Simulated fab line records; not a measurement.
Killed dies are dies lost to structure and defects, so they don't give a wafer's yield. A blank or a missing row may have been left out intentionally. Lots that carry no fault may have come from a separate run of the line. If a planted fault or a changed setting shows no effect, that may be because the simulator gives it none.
fab line records	flow rit_cmos
[record] lots = 6	wafers = 18	last_day = 7
route steps=202 shown ACTIVE@1 FOX1@20 FOX2@23 M1@202
lots that met no fault: taken from a fault-free run of the same line
start_h: the number of hours between the record's first day and the start of the first shown wafer of the lot	wait_h: hours from the lot's prior step to this one	" as in the row above	L1.1+2: several wafers, shown together as one row	- either no value or no given start	* or withheld: withheld	< > ~ a bound
route shown NAME@n: NAME is a module with steps in the file, n the number in the route of the first one	usual: mean and standard deviation over wafers with no fault	same: alike in all rows	chamber/n: place in a boat	sites: readings site by site	_std_site: standard deviation across them	_edge_site: mean of outer sites minus mean of inner sites	radius_mm: for every site, how far away it sits from the centre of the wafer	mask NAME#n: copy n	behind: tool/chamber where the wafer was last shaped	hold: reason for holding the lot/hours on hold/outcome of the hold	device: which transistor (n, p or np) failed to switch	end of line: tests run on the same wafers once the route is complete	a step given without rows: its recipe and nothing more	killed: dies lost to structure and defects at the first sort, not the wafer's yield	map: shows each die of a wafer: x if killed, . if not, _ if none is there
set.NAME: the setting as run; set.NAME@STEP: as run at that earlier step	model.NAME: the simulator's own value behind a step, which no gauge read
lots seen at some steps along the route; tables by step, rows by wafer
services: from which hour (start_h, from the record's first day; less than 0 if before it) a tool's chamber was out of use, for how many hours, and why
[[steps]]
[step RIT_ACTIVE_BOW_MEAS_00]
[recipe] mode = bow
[usual] INCOMING_BOW = 0/6.4
lot.wafer	tool	chamber	start_h	wait_h	INCOMING_BOW[um]
L136.2	film_metro-03	-	20.02	-	-2
L136.3	"	-	"	"	13
L136.4	"	-	"	"	10
L143.3	film_metro-03	-	55.04	-	-8
L143.5	"	-	"	"	-2
L143.6	"	-	"	"	-7
L147.2	film_metro-03	-	75.02	-	4
L147.3	"	-	"	"	-18
L147.6	"	-	"	"	6
L150.1	film_metro-03	-	90.00	-	0
L150.3	"	-	"	"	-3
L150.5	"	-	"	"	1
L155.1	film_metro-01	-	115.00	-	-13
L155.2	"	-	"	"	1
L155.3	"	-	"	"	7
L156.2	film_metro-03	-	120.02	-	2
L156.4	"	-	"	"	-7
L156.5	"	-	"	"	5
[step RIT_ACTIVE_OXIDATION_01]
[recipe] temp_c = 1000	ambient = O2	target_thk_a = 468	ox_time_s = 3360
lot.wafer	tool	chamber	start_h	wait_h	model.SiO2_of_ACTIVE_OXIDATION_01.thk_nm
L136.2	furnace-03	0	20.89	0.9	49.19
L136.3	"	0	"	"	48.72
L136.4	"	0	"	"	48.51
L143.3	furnace-04	0	58.07	3.0	46.3
L143.5	"	0	"	"	46.61
L143.6	"	0	"	"	45.99
L147.2	furnace-03	0	75.12	0.1	71.66
L147.3	"	0	"	"	71.92
L147.6	"	0	"	"	72.04
L150.1	furnace-03	0	91.06	1.0	71.12
L150.3	"	0	"	"	71.66
L150.5	"	0	"	"	70.14
L155.1	furnace-04	0	117.22	2.2	45.61
L155.2	"	0	"	"	45.83
L155.3	"	0	"	"	45.52
L156.2	furnace-04	0	120.46	0.4	45.17
L156.4	"	0	"	"	44.87
L156.5	"	0	"	"	45.24
[step RIT_ACTIVE_THK_MEAS_02]
[recipe] reads = SiO2_of_ACTIVE_OXIDATION_01
[usual] ACTIVE_OXIDE_THK = 46.8/0.97
lot.wafer	tool	chamber	start_h	wait_h	hold	ACTIVE_OXIDE_THK[nm]
L136.2	film_metro-01	-	22.84	0.0	-	49.2
L136.3	"	-	"	"	-	48.7
L136.4	"	-	"	"	-	48.5
L143.3	film_metro-01	-	60.03	0.0	-	46.3
L143.5	"	-	"	"	-	46.6
L143.6	"	-	"	"	-	46.0
L147.2	film_metro-03	-	77.06	0.0	await_dispo/0.2h/release	71.7
L147.3	"	-	"	"	await_dispo/0.2h/release	71.9
L147.6	"	-	"	"	await_dispo/0.2h/release	72.1
L147.2	film_metro-03	-	77.29	0.2	-	71.7
L147.3	"	-	"	"	-	72.0
L147.6	"	-	"	"	-	72.1
L150.1	film_metro-03	-	92.99	0.0	await_dispo/0.2h/release	71.1
L150.3	"	-	"	"	await_dispo/0.2h/release	71.6
L150.5	"	-	"	"	await_dispo/0.2h/release	70.2
L150.1	film_metro-03	-	93.22	0.2	-	71.2
L150.3	"	-	"	"	-	71.7
L150.5	"	-	"	"	-	70.2
L155.1	film_metro-02	-	119.15	0.0	-	45.6
L155.2	"	-	"	"	-	45.8
L155.3	"	-	"	"	-	45.5
L156.2	film_metro-03	-	122.41	0.0	-	45.2
L156.4	"	-	"	"	-	44.9
L156.5	"	-	"	"	-	45.2
[step RIT_ACTIVE_THK_MEAS_04]
[recipe] reads = Si3N4_of_ACTIVE_CVD_03
[usual] ACTIVE_NITRIDE_THK = 149.6/1.5
lot.wafer	tool	chamber	start_h	wait_h	ACTIVE_NITRIDE_THK[nm]
L136.2	film_metro-03	-	24.31	0.0	148.6
L136.3	"	-	"	"	149.3
L136.4	"	-	"	"	149.9
L143.3	film_metro-03	-	61.50	0.0	147.6
L143.5	"	-	"	"	146.6
L143.6	"	-	"	"	148.1
L147.2	film_metro-02	-	80.19	0.0	148.5
L147.3	"	-	"	"	149.3
L147.6	"	-	"	"	149.9
L150.1	film_metro-03	-	96.29	0.0	148.1
L150.3	"	-	"	"	148.4
L150.5	"	-	"	"	148.0
L155.1	film_metro-03	-	120.63	0.0	147.7
L155.2	"	-	"	"	147.2
L155.3	"	-	"	"	147.5
L156.2	film_metro-03	-	124.59	0.0	148.8
L156.4	"	-	"	"	148.7
L156.5	"	-	"	"	149.4
[step RIT_ACTIVE_HMDS_05]
[recipe] prime_time_s = 60	prime_temp_c = 140
[step RIT_ACTIVE_COAT_06]
[recipe] resist = NOVOLAK	spin_rpm = 3250	resist_thk_nm = 1000
[step RIT_ACTIVE_SOFTBAKE_07]
[recipe] resist = NOVOLAK	temp_c = 90	time_s = 60
[step RIT_ACTIVE_EXPOSE_08]
[recipe] mask_id = M1	na = 0.6	source_shape = conventional	sigma_outer = 0.6	target_cd_nm = 1400	dose_mj = 225
[step RIT_ACTIVE_PEB_09]
[recipe] resist = NOVOLAK	temp_c = withheld	time_s = withheld
[step RIT_ACTIVE_DEVELOP_10]
[recipe] resist = NOVOLAK	develop_time_s = 50	dev_temp_c = 23
[step RIT_ACTIVE_CD_MEAS_11]
[recipe] target_cd_nm = 1400
[usual] cd_nm = 1399.4/2.1
lot.wafer	tool	chamber	start_h	wait_h	cd_nm
L136.2	cd_sem-01	-	25.36	-	1399.5
L136.3	"	-	"	"	1399.6
L136.4	"	-	"	"	1401.3
L143.3	cd_sem-02	-	62.56	-	1400.2
L143.5	"	-	"	"	1400.6
L143.6	"	-	"	"	1399.0
L147.2	cd_sem-02	-	81.28	-	1400.9
L147.3	"	-	"	"	1400.8
L147.6	"	-	"	"	1401.9
L150.1	cd_sem-02	-	97.47	-	1400.8
L150.3	"	-	"	"	1400.6
L150.5	"	-	"	"	1398.7
L155.1	cd_sem-02	-	121.53	-	1399.8
L155.2	"	-	"	"	1400.9
L155.3	"	-	"	"	1398.9
L156.2	cd_sem-02	-	125.80	-	1398.4
L156.4	"	-	"	"	1396.5
L156.5	"	-	"	"	1398.3
[step RIT_ACTIVE_HARDBAKE_12]
[recipe] resist = NOVOLAK	temp_c = 140	time_s = 60
[step RIT_ACTIVE_ETCH_13]
[recipe] stop_on = SiO2	chemistry = SF6	target = Si3N4	time_s = 210	over_etch_frac = 0.4	SF6_flow_sccm = 200	pressure_mtorr = 260	rf_w = 125	target_depth_a = 2100
[usual] drypump_motor_current_A = 5.6/0.5	oes_product_au = 0.822/0.011	throttle_valve_pct = 7.47/0.14
lot.wafer	tool	chamber	start_h	wait_h	drypump_motor_current_A	oes_product_au	rf_hours_counter_h	throttle_valve_pct
L136.2	rie_diel-03	2	25.61	0.1	5.1	0.825	141	7.47
L136.3	"	3	"	"	5.6	0.826	53	7.20
L136.4	"	1	"	"	5.4	0.812	63	7.60
L143.3	rie_diel-03	2	62.79	0.1	5.2	0.820	142	7.46
L143.5	"	0	"	"	6.1	0.812	-	7.60
L143.6	"	3	"	"	5.6	0.820	-	7.20
L147.2	rie_diel-04	0	81.53	0.1	5.5	0.813	68	7.31
L147.3	"	3	"	"	6.6	0.822	73	7.41
L147.6	"	0	"	"	5.5	0.819	-	7.31
L150.1	rie_diel-04	1	97.74	0.1	4.8	0.823	3	7.46
L150.3	"	2	"	"	5.6	0.815	161	7.53
L150.5	"	2	"	"	5.6	0.802	-	7.56
L155.1	rie_diel-03	1	121.80	0.1	5.5	0.800	64	7.63
L155.2	"	2	"	"	5.1	0.817	143	7.46
L155.3	"	3	"	"	5.6	0.817	55	7.21
L156.2	rie_diel-03	0	126.09	0.1	6.1	0.812	152	7.60
L156.4	"	1	"	"	5.5	0.813	-	7.60
L156.5	"	3	"	"	5.6	0.822	-	7.20
[step RIT_ACTIVE_STRIP_14]
[recipe] chemistry = O2	time_s = 180	resist = NOVOLAK	platen_temp_c = withheld	power_w = 500	pressure_mtorr = 4000	o2_flow_sccm = 4000
[usual] drypump_motor_current_A = 6.0/0.38	rf_refl_power_W = 6.7/1.2
lot.wafer	tool	chamber	start_h	wait_h	drypump_motor_current_A	rf_hours_counter_h	rf_refl_power_W
L136.2	plasma_asher-03	1	25.75	0.1	5.7	38	7.2
L136.3	"	1	"	"	5.7	-	7.5
L136.4	"	0	"	"	6.1	-	5.1
L143.3	plasma_asher-01	0	62.98	0.1	5.6	-	7.0
L143.5	"	1	"	"	5.7	-	6.7
L143.6	"	0	"	"	5.6	-	7.1
L147.2	plasma_asher-04	0	81.66	0.1	6.3	46	6.0
L147.3	"	0	"	"	6.3	-	5.6
L147.6	"	1	"	"	6.7	-	8.4
L150.1	plasma_asher-04	0	97.88	0.1	6.3	47	5.7
L150.3	"	1	"	"	6.7	-	8.4
L150.5	"	1	"	"	6.6	-	8.5
L155.1	plasma_asher-04	0	121.94	0.1	6.3	49	5.8
L155.2	"	1	"	"	6.6	49	8.4
L155.3	"	1	"	"	6.6	-	8.5
L156.2	plasma_asher-03	1	126.22	0.1	5.7	49	7.7
L156.4	"	0	"	"	6.0	-	5.1
L156.5	"	1	"	"	5.7	-	7.3
[step RIT_ACTIVE_CD_MEAS_90]
[recipe] target_cd_nm = 1400
[usual] cd_nm = 1399.3/2
lot.wafer	tool	chamber	start_h	wait_h	cd_nm
L136.2	cd_sem-01	-	25.94	0.1	1399.0
L136.3	"	-	"	"	1399.6
L136.4	"	-	"	"	1401.3
L143.3	cd_sem-01	-	63.14	0.1	1400.6
L143.5	"	-	"	"	1400.7
L143.6	"	-	"	"	1398.4
L147.2	cd_sem-02	-	81.88	0.2	1400.7
L147.3	"	-	"	"	1400.9
L147.6	"	-	"	"	1401.8
L150.1	cd_sem-01	-	98.05	0.1	1400.4
L150.3	"	-	"	"	1400.7
L150.5	"	-	"	"	1399.1
L155.1	cd_sem-01	-	122.11	0.1	1399.8
L155.2	"	-	"	"	1401.0
L155.3	"	-	"	"	1399.3
L156.2	cd_sem-01	-	126.41	0.1	1398.4
L156.4	"	-	"	"	1396.5
L156.5	"	-	"	"	1398.4
[step RIT_ACTIVE_CLEAN_15]
[recipe] chemistry = SC1	mix = 3:3:50	time_s = 600	temp_c = 75
[step RIT_ACTIVE_CLEAN_16]
[recipe] chemistry = dHF	dilution = 50:1	time_s = 30
[step RIT_ACTIVE_CLEAN_17]
[recipe] chemistry = SC2	mix = 3:3:50	time_s = 600	temp_c = 75	dry = n2_spin
[step RIT_FOX1_OXIDATION_00]
[recipe] temp_c = 1100	ambient = H2O	target_thk_a = 3507	p_h2o_torr = 720	ox_time_s = 1130
[step RIT_FOX1_THK_MEAS_01]
[recipe] reads = SiO2_of_FOX1_OXIDATION_00
[usual] FOX1_OXIDE_THK = 349/6.4
lot.wafer	tool	chamber	start_h	wait_h	FOX1_OXIDE_THK[nm]
L136.2	film_metro-01	-	29.54	0.0	354
L136.3	"	-	"	"	353
L136.4	"	-	"	"	349
L143.3	film_metro-04	-	64.92	0.0	349
L143.5	"	-	"	"	356
L143.6	"	-	"	"	356
L147.2	film_metro-04	-	83.70	0.0	346
L147.3	"	-	"	"	339
L147.6	"	-	"	"	347
L150.1	film_metro-04	-	104.07	0.0	352
L150.3	"	-	"	"	350
L150.5	"	-	"	"	352
L155.1	film_metro-01	-	123.92	0.0	356
L155.2	"	-	"	"	356
L155.3	"	-	"	"	357
L156.2	film_metro-04	-	131.19	0.0	354
L156.4	"	-	"	"	355
L156.5	"	-	"	"	353
[step RIT_FOX1_WET_ETCH_02]
[recipe] chemistry = BOE	target_depth_nm = 350	time_s = 390	temp_c = 21.5	dry = n2_spin	dilution = 10:1	target = SiO2
[step RIT_FOX2_OXIDATION_00]
[recipe] temp_c = 1100	ambient = H2O	target_thk_a = 3507	p_h2o_torr = 720	ox_time_s = 1130
[step RIT_FOX2_THK_MEAS_01]
[recipe] reads = SiO2_of_FOX2_OXIDATION_00
[usual] FOX2_OXIDE_THK = 352/6
lot.wafer	tool	chamber	start_h	wait_h	FOX2_OXIDE_THK[nm]
L136.2	film_metro-01	-	31.03	0.0	358
L136.3	"	-	"	"	357
L136.4	"	-	"	"	350
L143.3	film_metro-01	-	66.42	0.0	357
L143.5	"	-	"	"	354
L143.6	"	-	"	"	350
L147.2	film_metro-04	-	85.20	0.0	349
L147.3	"	-	"	"	347
L147.6	"	-	"	"	351
L150.1	film_metro-02	-	105.56	0.0	362
L150.3	"	-	"	"	360
L150.5	"	-	"	"	363
L155.1	film_metro-04	-	126.06	0.0	355
L155.2	"	-	"	"	350
L155.3	"	-	"	"	357
L156.2	film_metro-04	-	134.90	0.0	353
L156.4	"	-	"	"	348
L156.5	"	-	"	"	345
[step RIT_FOX2_CLEAN_02]
[recipe] chemistry = dHF	dilution = 50:1	time_s = 180
[step RIT_FOX2_WET_ETCH_03]
[recipe] chemistry = H3PO4	target = Si3N4	target_depth_nm = 195	temp_c = 165	time_s = 2700
lot.wafer	tool	chamber	start_h	wait_h	model.SiO2_of_ACTIVE_OXIDATION_01.thk_nm
L136.2	wet_bench-03	2	31.14	0.0	43.47
L136.3	"	2	"	"	42.19
L136.4	"	2	"	"	42.12
L143.3	wet_bench-03	0	66.52	0.0	40.92
L143.5	"	0	"	"	38.87
L143.6	"	0	"	"	39.74
L147.2	wet_bench-03	3	86.02	0.7	63.03
L147.3	"	3	"	"	63.69
L147.6	"	3	"	"	63.41
L150.1	wet_bench-03	3	105.68	0.0	62.32
L150.3	"	3	"	"	60.68
L150.5	"	3	"	"	59.38
L155.1	wet_bench-03	1	126.18	0.0	39.45
L155.2	"	1	"	"	40.37
L155.3	"	1	"	"	39.2
L156.2	wet_bench-01	1	135.01	0.0	37.56
L156.4	"	1	"	"	38.84
L156.5	"	1	"	"	39.02
[step RIT_FOX2_THK_MEAS_90]
[recipe] reads = SiO2_of_FOX2_OXIDATION_00
[usual] FIELD_OXIDE_LEFT_1_THK = 325/5.9
lot.wafer	tool	chamber	start_h	wait_h	FIELD_OXIDE_LEFT_1_THK[nm]
L136.2	film_metro-04	-	31.98	0.0	330
L136.3	"	-	"	"	330
L136.4	"	-	"	"	323
L143.3	film_metro-04	-	67.30	0.0	330
L143.5	"	-	"	"	327
L143.6	"	-	"	"	323
L147.2	film_metro-04	-	86.78	0.0	322
L147.3	"	-	"	"	319
L147.6	"	-	"	"	323
L150.1	film_metro-02	-	106.44	0.0	334
L150.3	"	-	"	"	332
L150.5	"	-	"	"	335
L155.1	film_metro-02	-	126.93	0.0	328
L155.2	"	-	"	"	323
L155.3	"	-	"	"	330
L156.2	film_metro-02	-	135.77	0.0	325
L156.4	"	-	"	"	320
L156.5	"	-	"	"	318
[step RIT_M1_PROBE_99]
[usual] killed_at_contacts = 0.1/0.23	killed_at_front_end = 7/3.1	killed_dies = 7/3.1	killed_open = 3.3/2	killed_short = 3.6/1.9
[same] gross_dies = 264	killed_at_M0_to_M3 = 0	killed_at_M4_up = 0	killed_at_back_side = 0	killed_at_other = 0
lot.wafer	tool	chamber	start_h	wait_h	killed_at_contacts	killed_at_front_end	killed_dies	killed_open	killed_short
L136.2	prober-02	-	68.61	0.1	0	5	5	5	0
L136.3	prober-02	-	68.66	0.2	0	14	14	9	5
L136.4	prober-02	-	68.71	0.2	0	8	8	3	5
L143.3	prober-01	-	108.09	0.2	0	3	3	1	2
L143.5	prober-01	-	108.19	0.2	0	3	3	1	2
L143.6	prober-01	-	108.24	0.2	0	5	5	2	3
L147.2	prober-01	-	129.43	0.1	1	8	9	5	4
L147.3	prober-01	-	129.48	0.2	0	7	7	1	6
L147.6	prober-01	-	129.63	0.2	0	7	7	3	4
L150.1	prober-02	-	146.73	0.1	0	5	5	3	2
L150.3	prober-02	-	146.83	0.2	0	4	4	2	2
L150.5	prober-02	-	146.93	0.2	0	5	5	4	1
L155.1	prober-01	-	172.97	0.1	0	7	7	3	4
L155.2	prober-01	-	173.02	0.1	0	9	9	5	4
L155.3	prober-01	-	173.07	0.2	1	4	5	4	1
L156.2	prober-01	-	178.72	0.1	0	4	4	4	0
L156.4	prober-01	-	178.82	0.2	0	9	9	5	4
L156.5	prober-01	-	178.87	0.2	0	5	5	4	1
// killed by level:class
L136.2 SILICIDE:geometric_particle:open=3 GATE:geometric_particle:open=2
L136.3 GATE:geometric_particle:open=3 FOX1:geometric_particle:short=2 FOX1:geometric_particle:open=2 GATE:geometric_particle:short=2 REOX:geometric_particle:open=2 FOX2:geometric_particle:open=1 SPACER:geometric_particle:short=1 SPACER:geometric_particle:open=1
L136.4 GATE:geometric_particle:short=3 ACTIVE:geometric_particle:open=1 FOX2:geometric_particle:short=1 REOX:geometric_particle:open=1 SPACER:geometric_particle:open=1 SILICIDE:geometric_particle:short=1
L143.3 GATE:geometric_particle:short=1 SPACER:geometric_particle:short=1 SPACER:geometric_particle:open=1
L143.5 REOX:geometric_particle:short=1 SPACER:geometric_particle:short=1 SPACER:geometric_particle:open=1
L143.6 REOX:geometric_particle:short=2 FOX1:geometric_particle:open=1 FOX2:geometric_particle:open=1 SPACER:geometric_particle:short=1
L147.2 FOX1:geometric_particle:short=2 GATE:geometric_particle:open=2 FOX1:geometric_particle:open=1 FOX2:geometric_particle:open=1 REOX:geometric_particle:open=1 SPACER:geometric_particle:short=1 CONTACT:geometric_particle:short=1
L147.3 REOX:geometric_particle:short=4 FOX1:geometric_particle:short=1 SPACER:geometric_particle:open=1 SPACER:geometric_particle:short=1
L147.6 REOX:geometric_particle:short=2 REOX:geometric_particle:open=2 GATE:geometric_particle:short=1 SILICIDE:geometric_particle:short=1 SILICIDE:geometric_particle:open=1
L150.1 GATE:geometric_particle:open=2 FOX2:geometric_particle:short=1 REOX:geometric_particle:short=1 SILICIDE:geometric_particle:open=1
L150.3 FOX1:geometric_particle:open=1 FOX2:geometric_particle:short=1 GATE:geometric_particle:open=1 SPACER:geometric_particle:short=1
L150.5 REOX:geometric_particle:open=2 GATE:geometric_particle:open=1 GATE:geometric_particle:short=1 SILICIDE:geometric_particle:open=1
L155.1 REOX:geometric_particle:short=3 GATE:geometric_particle:open=2 FOX1:geometric_particle:short=1 FOX2:geometric_particle:open=1
L155.2 GATE:geometric_particle:open=4 FOX1:geometric_particle:short=1 FOX2:geometric_particle:short=1 REOX:geometric_particle:short=1 SPACER:geometric_particle:open=1 SILICIDE:geometric_particle:short=1
L155.3 GATE:geometric_particle:open=3 GATE:geometric_particle:short=1 CONTACT:geometric_particle:open=1
L156.2 GATE:geometric_particle:open=2 SPACER:geometric_particle:open=1 SILICIDE:geometric_particle:open=1
L156.4 SPACER:geometric_particle:short=2 GATE:geometric_particle:open=2 GATE:geometric_particle:short=2 SILICIDE:geometric_particle:open=2 FOX1:geometric_particle:open=1
L156.5 GATE:geometric_particle:open=2 REOX:geometric_particle:open=2 SPACER:geometric_particle:short=1
[[services]]
tool	chamber	start_h	hours	kind
furnace-04	-	-1.18	3.2	pm
rie_diel-03	1	0.23	5.1	repair
rie_diel-03	3	1.76	6.3	repair
plasma_asher-01	-	5.06	2.8	pm
rie_diel-04	3	17.71	13.5	repair
plasma_asher-03	-	18.98	5.8	repair
plasma_asher-01	-	50.84	2.4	repair
rie_diel-04	1	57.95	8.6	repair
rie_diel-04	3	64.58	5.8	repair
plasma_asher-04	-	82.67	4.3	pm
rie_diel-04	0	86.34	29.9	repair
furnace-04	-	89.52	10.4	pm
plasma_asher-03	-	92.75	3.4	repair
rie_diel-03	0	94.63	17.8	repair
plasma_asher-04	-	100.14	10.0	pm
plasma_asher-01	-	102.78	0.8	repair
rie_diel-04	-	105.57	2.8	pm
rie_diel-04	2	116.25	-	clean
rie_diel-04	2	116.25	25.6	scheduled_down
rie_diel-03	2	123.99	8.1	repair
rie_diel-04	1	130.67	16.5	repair
rie_diel-03	0	132.12	-	clean
rie_diel-03	0	132.12	12.7	scheduled_down
rie_diel-03	0	132.12	12.7	vent_cycle
[[key]]
[first_sign] step = RIT_ACTIVE_THK_MEAS_02	reading = visit	direction = added
[effect] step = RIT_ACTIVE_THK_MEAS_02	reading = ACTIVE_OXIDE_THK	direction = up	sigmas = 25	usual = 46.8	struck = 71.4
[model_effect] step = RIT_ACTIVE_OXIDATION_01	value = SiO2_of_ACTIVE_OXIDATION_01.thk_nm	without = 46.44	struck = 71.43
[model_effect] step = RIT_FOX2_WET_ETCH_03	value = SiO2_of_ACTIVE_OXIDATION_01.thk_nm	without = 39.94	struck = 62.09
met_at RIT_ACTIVE_OXIDATION_01
struck_wafers L147.2,L147.3,L147.6,L150.1,L150.3,L150.5
tester_left_out L147,L150
onset_between 20.89 75.12
[fault] kind = process_parameter_drift	tool = furnace-03	chamber = -	onset_h = 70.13	steps = RIT_ACTIVE_OXIDATION_01	channel = ox_time_s	offset = *	shape = step	end_h = 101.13	acts_in = *	stated = *
// tester_left_out: of these lots the tester's yield and bins aren't shown, on N5 and GAA mostly nor the transistor test; their killed dies are dies lost to structure and defects alone, not to doping, threshold or leakage, so they don't give the yield
